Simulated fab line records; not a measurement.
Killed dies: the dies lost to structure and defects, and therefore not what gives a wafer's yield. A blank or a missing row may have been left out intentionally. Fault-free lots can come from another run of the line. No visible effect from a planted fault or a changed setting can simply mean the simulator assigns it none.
fab line records ; flow rit_cmos
record: lots: 14; wafers: 42; last_day: 7
route steps=202 shown NRETRO@57
lots that met no fault: from a run of the same line without faults
start_h: the number of hours between the record's first day and the start of the first shown wafer of the lot ; wait_h: hours since the lot's step before ; " identical to the entry in the row above ; L1.1+2: one row covering several wafers at once ; - no value, or no start was given ; * or withheld: withheld ; < > ~ a bound
route shown NAME@n: NAME is a module with steps in the file, n the number in the route of the first one ; usual: average and standard deviation across the fault-free wafers ; same: alike in all rows ; chamber/n: place in a boat ; sites: the reading at each site ; _std_site: their standard deviation ; _edge_site: outer sites' mean less inner sites' ; radius_mm: how far each site lies from the wafer's centre ; mask NAME#n: copy n ; behind: the last tool/chamber to shape the wafer ; hold: cause of the lot's hold/its duration in hours/its outcome ; device: names the non-switching transistor (n, p or np) ; end of line: the tests these same wafers got at the end of their route ; a step without rows: its recipe alone ; killed: dies lost to structure and defects at the first sort, not the wafer's yield ; map: shows each die of a wafer: x if killed, . if not, _ if none is there
set.NAME: the run value of the setting; set.NAME@STEP: its run value at that earlier step ; model.NAME: the simulator's own value behind a step, which no gauge read
one table for each step of the route and one row for each wafer, over a sample of lots
== steps ==
step: RIT_NRETRO_PEB_04
recipe: resist: NOVOLAK; temp_c: withheld; time_s: withheld
usual: chill_plate_temp_C: *; exhaust_pa: 44.9/0.89
lot.wafer;tool;chamber;start_h;wait_h;chill_plate_temp_C;exhaust_pa
L803.2;litho_track-04;0;42.81;0.3;*;44.9
L803.5;litho_track-04;0;42.81;0.3;*;45.1
L803.6;litho_track-04;0;42.81;0.3;*;45.2
L804.4;litho_track-04;0;48.08;0.1;*;45.3
L804.5;litho_track-04;0;48.08;0.1;*;45.1
L804.6;litho_track-04;0;48.08;0.1;*;45.3
L805.1;litho_track-02;0;50.25;0.1;*;44.0
L805.5;litho_track-02;0;50.25;0.1;*;43.1
L805.6;litho_track-02;0;50.25;0.1;*;44.0
L806.1;litho_track-02;0;55.52;0.1;*;46.0
L806.3;litho_track-02;0;55.52;0.1;*;45.2
L806.6;litho_track-02;0;55.52;0.1;*;45.2
L808.4;litho_track-03;0;68.02;0.1;*;45.5
L808.5;litho_track-03;0;68.02;0.1;*;45.4
L808.6;litho_track-03;0;68.02;0.1;*;46.5
L810.1;litho_track-04;0;78.51;0.1;*;44.9
L810.4;litho_track-04;0;78.51;0.1;*;45.4
L810.6;litho_track-04;0;78.51;0.1;*;45.1
L813.1;litho_track-04;0;94.24;0.1;*;46.1
L813.2;litho_track-04;0;94.24;0.1;*;45.4
L813.5;litho_track-04;0;94.24;0.1;*;44.1
L814.1;litho_track-02;0;96.16;0.1;*;44.0
L814.2;litho_track-02;0;96.16;0.1;*;45.2
L814.4;litho_track-02;0;96.16;0.1;*;44.9
L815.1;litho_track-03;0;101.16;0.1;*;43.8
L815.2;litho_track-03;0;101.16;0.1;*;43.3
L815.3;litho_track-03;0;101.16;0.1;*;44.7
L816.2;litho_track-02;-;107.39;0.1;-;-
L816.5;litho_track-02;-;107.39;0.1;-;-
L816.6;litho_track-02;-;107.39;0.1;-;-
L817.2;litho_track-03;-;114.12;0.1;-;-
L817.5;litho_track-03;-;114.12;0.1;-;-
L817.6;litho_track-03;-;114.12;0.1;-;-
L822.2;litho_track-03;0;135.18;0.1;*;44.0
L822.3;litho_track-03;0;135.18;0.1;*;45.1
L822.4;litho_track-03;0;135.18;0.1;*;45.7
L823.2;litho_track-03;0;141.63;0.1;*;45.5
L823.5;litho_track-03;0;141.63;0.1;*;45.3
L823.6;litho_track-03;0;141.63;0.1;*;45.2
L824.1;litho_track-02;0;146.12;0.1;*;45.0
L824.4;litho_track-02;0;146.12;0.1;*;46.4
L824.6;litho_track-02;0;146.12;0.1;*;45.6
== key ==
first_sign: step: RIT_NRETRO_PEB_04; reading: tool_record; direction: missing
effect none on later readings
met_at RIT_NRETRO_PEB_04
struck_lots L816,L817
sort_left_out L816.2,L816.5,L816.6,L817.2,L817.5,L817.6
tester_left_out L816,L817
onset_between 101.16 107.39
fault: kind: skipped_step_whole; tool: litho_track-02,litho_track-03; chamber: -; onset_h: 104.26; steps: RIT_NRETRO_PEB_04; scope: struck_lots_only
tester_left_out: of these lots the tester's yield and bins aren't shown, on N5 and GAA mostly nor the transistor test; their killed dies are dies lost to structure and defects alone, not to doping, threshold or leakage, so they don't give the yield
sort_left_out: the simulated sort isn't trusted on such a fault, so these wafers' sort isn't shown, and their yield isn't known
